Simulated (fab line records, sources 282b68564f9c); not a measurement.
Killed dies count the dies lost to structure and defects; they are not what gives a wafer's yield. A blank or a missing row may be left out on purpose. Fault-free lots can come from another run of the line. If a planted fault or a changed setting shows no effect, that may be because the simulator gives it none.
A lot that was struck, set against a sound lot / flow rit cmos / 43 steps out of a route of 202
Sound: these wafers, L674.1, L674.2, L674.3. The struck wafers were L682.1, L682.5, L682.6. Last of all comes the cause.
At each step with rows: each side's tool, then ch and its chambers, then its first start. Under that, the readings that differ: sound wafers / struck wafers / difference of the means / sigmas: that difference in standard deviations of wafers without a fault.
alike: words and numbers the same on both sides, and readings whose means are apart by under 2 such deviations; not compared: readings that were withheld, readings missing a value for some wafer, numbers with overlapping values and no deviation given by the record, and bounds like >300 which may hide the same value.
A row with sigmas, a row that says differs or no value, or rows on one side alone: a step with any of these is where the two part. When numbers do not overlap yet have no deviation, they are printed without sigmas and do not part them. Lack of a reading on every wafer of one side parts them only where that side has two or more wafers.

first, 2 steps without rows for these wafers: RIT_NLDD_HARDBAKE_07 (time 60 s); RIT_NLDD_IMPLANT_08.
RIT_NLDD_STRIP_09: strips in O2, time 180 s.
  sound on plasma asher-03 ch 0,1, day 3 09:34; struck on plasma asher-01 ch 0,1, day 5 00:11
  alike: drypump motor current A
  not compared: rf hours counter h
RIT_NLDD_TW_MEAS_10:
  struck on film metro-01, day 5 00:22; sound on film metro-02, day 3 09:44
  alike: NLDD_TW
then, 6 steps without rows for these wafers: RIT_PLDD_HMDS_00 (prime time 60 s); RIT_PLDD_COAT_01 (resist thk 1000 nm); RIT_PLDD_SOFTBAKE_02 (time 60 s); RIT_PLDD_EXPOSE_03 (exposes mask M8, target cd 40900 nm); RIT_PLDD_PEB_04; RIT_PLDD_DEVELOP_05 (develop time 49.22 s).
RIT_PLDD_OVL_MEAS_06:
  struck on overlay-02, day 5 01:27; sound on overlay-01, day 3 10:39
  alike: PLDD_OVL
then, 1 step without rows for these wafers: RIT_PLDD_HARDBAKE_07 (time 60 s).
RIT_PLDD_IMPLANT_08:
  sound on implanter-03 ch 0, day 3 10:50; struck on implanter-03 ch 0, day 5 01:38
reading=tilt deg (degrees); sound=7.015 6.948 6.963; struck=7.025 7.038 7.009; difference=+0.049; sigmas=+2
  alike: beam on s
RIT_PLDD_STRIP_09: strips in O2, time 180 s.
  sound on plasma asher-04 ch 0,1, day 3 10:59; struck on plasma asher-02 ch 0,1, day 5 01:47
  alike: drypump motor current A
  not compared: rf hours counter h
RIT_PLDD_TW_MEAS_10:
  struck on film metro-01, day 5 01:58; sound on film metro-01, day 3 11:10
  alike: PLDD_TW
then, 4 steps without rows for these wafers: RIT_SPACER_CLEAN_00 (cleans in SC1, time 600 s); RIT_SPACER_CLEAN_01 (cleans in dHF, time 30 s); RIT_SPACER_CLEAN_02 (cleans in SC2, time 600 s); RIT_SPACER_CVD_03 (deposits Si3N4 from SiH2Cl2/NH3, target thk 250 nm, time 3300 s).
RIT_SPACER_THK_MEAS_04:
  struck on film metro-04, day 5 04:27; sound on film metro-01, day 3 15:11
  alike: SPACER_NITRIDE_THK
RIT_SPACER_ETCHBACK_05: etches Si3N4 in SF6/CHF3, stops on SiO2, target depth 250 nm, time 229.5 s.
  sound on rie diel-04 ch 0,2,3, day 3 15:14; struck on rie diel-01 ch 2,3, day 5 04:31
  alike: SF6_flow_sccm, drypump motor current A, oes product au, throttle valve pct
  not compared: rf hours counter h
then, 6 steps without rows for these wafers: RIT_NSD_HMDS_00 (prime time 60 s); RIT_NSD_COAT_01 (resist thk 1000 nm); RIT_NSD_SOFTBAKE_02 (time 60 s); RIT_NSD_EXPOSE_03 (exposes mask M9, target cd 40700 nm); RIT_NSD_PEB_04; RIT_NSD_DEVELOP_05 (develop time 50 s).
RIT_NSD_OVL_MEAS_06:
  struck on overlay-02, day 5 05:38; sound on overlay-01, day 3 16:22
  alike: NSD_OVL
then, 2 steps without rows for these wafers: RIT_NSD_HARDBAKE_07 (time 60 s); RIT_NSD_IMPLANT_08.
RIT_NSD_STRIP_09: strips in O2, time 180 s.
  sound on plasma asher-03 ch 0,1, day 3 16:42; struck on plasma asher-03 ch 0,1, day 5 06:01
  alike: drypump motor current A
  not compared: rf hours counter h
RIT_NSD_TW_MEAS_10:
  struck on film metro-02, day 5 06:11; sound on film metro-03, day 3 16:52
  alike: NSD_TW
then, 6 steps without rows for these wafers: RIT_PSD_HMDS_00 (prime time 60 s); RIT_PSD_COAT_01 (resist thk 1000 nm); RIT_PSD_SOFTBAKE_02 (time 60 s); RIT_PSD_EXPOSE_03 (exposes mask M10, target cd 40900 nm); RIT_PSD_PEB_04; RIT_PSD_DEVELOP_05 (develop time 50 s).
RIT_PSD_OVL_MEAS_06:
  struck on overlay-02, day 5 07:05; sound on overlay-02, day 3 17:47
  alike: PSD_OVL
then, 2 steps without rows for these wafers: RIT_PSD_HARDBAKE_07 (time 60 s); RIT_PSD_IMPLANT_08.
RIT_PSD_STRIP_09: strips in O2, time 180 s.
  sound on plasma asher-03 ch 0,1, day 3 18:07; struck on plasma asher-02 ch 0,1, day 5 07:26
  alike: drypump motor current A
  not compared: rf hours counter h
RIT_M1_PROBE_99:
  struck on prober-01, day 5 15:23; sound on prober-01, day 4 02:08
reading=model.etest.pldd.rs ohm sq rim less centre; sound=-11.1 -10.6 -3.504; struck=-42.5 -44.32 -45.08; difference=-35.6; sigmas=
reading=model.etest.pldd.rs ohm sq range; sound=13.92 13.76 14.65; struck=45.12 46.94 49.79; difference=+33.17; sigmas=
reading=model.etest.pmos_0p15.gate bv v (V); sound=4.823 4.756 4.706; struck=4.359 4.377 4.361; difference=-0.396; sigmas=
reading=model.etest.pmos_0p15.bv v (V); sound=5.737 5.711 5.692; struck=5.384 5.388 5.382; difference=-0.329; sigmas=
reading=model.etest.pmos_0p3.bv v (V); sound=5.737 5.711 5.691; struck=5.383 5.387 5.382; difference=-0.329; sigmas=
reading=model.etest.antenna poly.vt shift v (V); sound=-0.006517 -0.005351 -0.005315; struck=-0.01757 -0.0206 -0.01934; difference=-0.01344; sigmas=
  alike: killed at contacts, killed at front end, killed dies, killed open, killed short
  not compared: model.etest.pmos_0p15.drive ua um rim less centre, model.etest.pmos_0p15.drive ua um range

WHERE THEY PART
At RIT_PLDD_IMPLANT_08 and nowhere else, as far as this record goes. Later steps at which nothing parts them and some readings are alike: RIT_PLDD_STRIP_09, RIT_PLDD_TW_MEAS_10, RIT_SPACER_THK_MEAS_04, RIT_SPACER_ETCHBACK_05, RIT_NSD_OVL_MEAS_06, RIT_NSD_STRIP_09, RIT_NSD_TW_MEAS_10, RIT_PSD_OVL_MEAS_06, RIT_PSD_STRIP_09, RIT_M1_PROBE_99.

WHY: what the simulator had put in
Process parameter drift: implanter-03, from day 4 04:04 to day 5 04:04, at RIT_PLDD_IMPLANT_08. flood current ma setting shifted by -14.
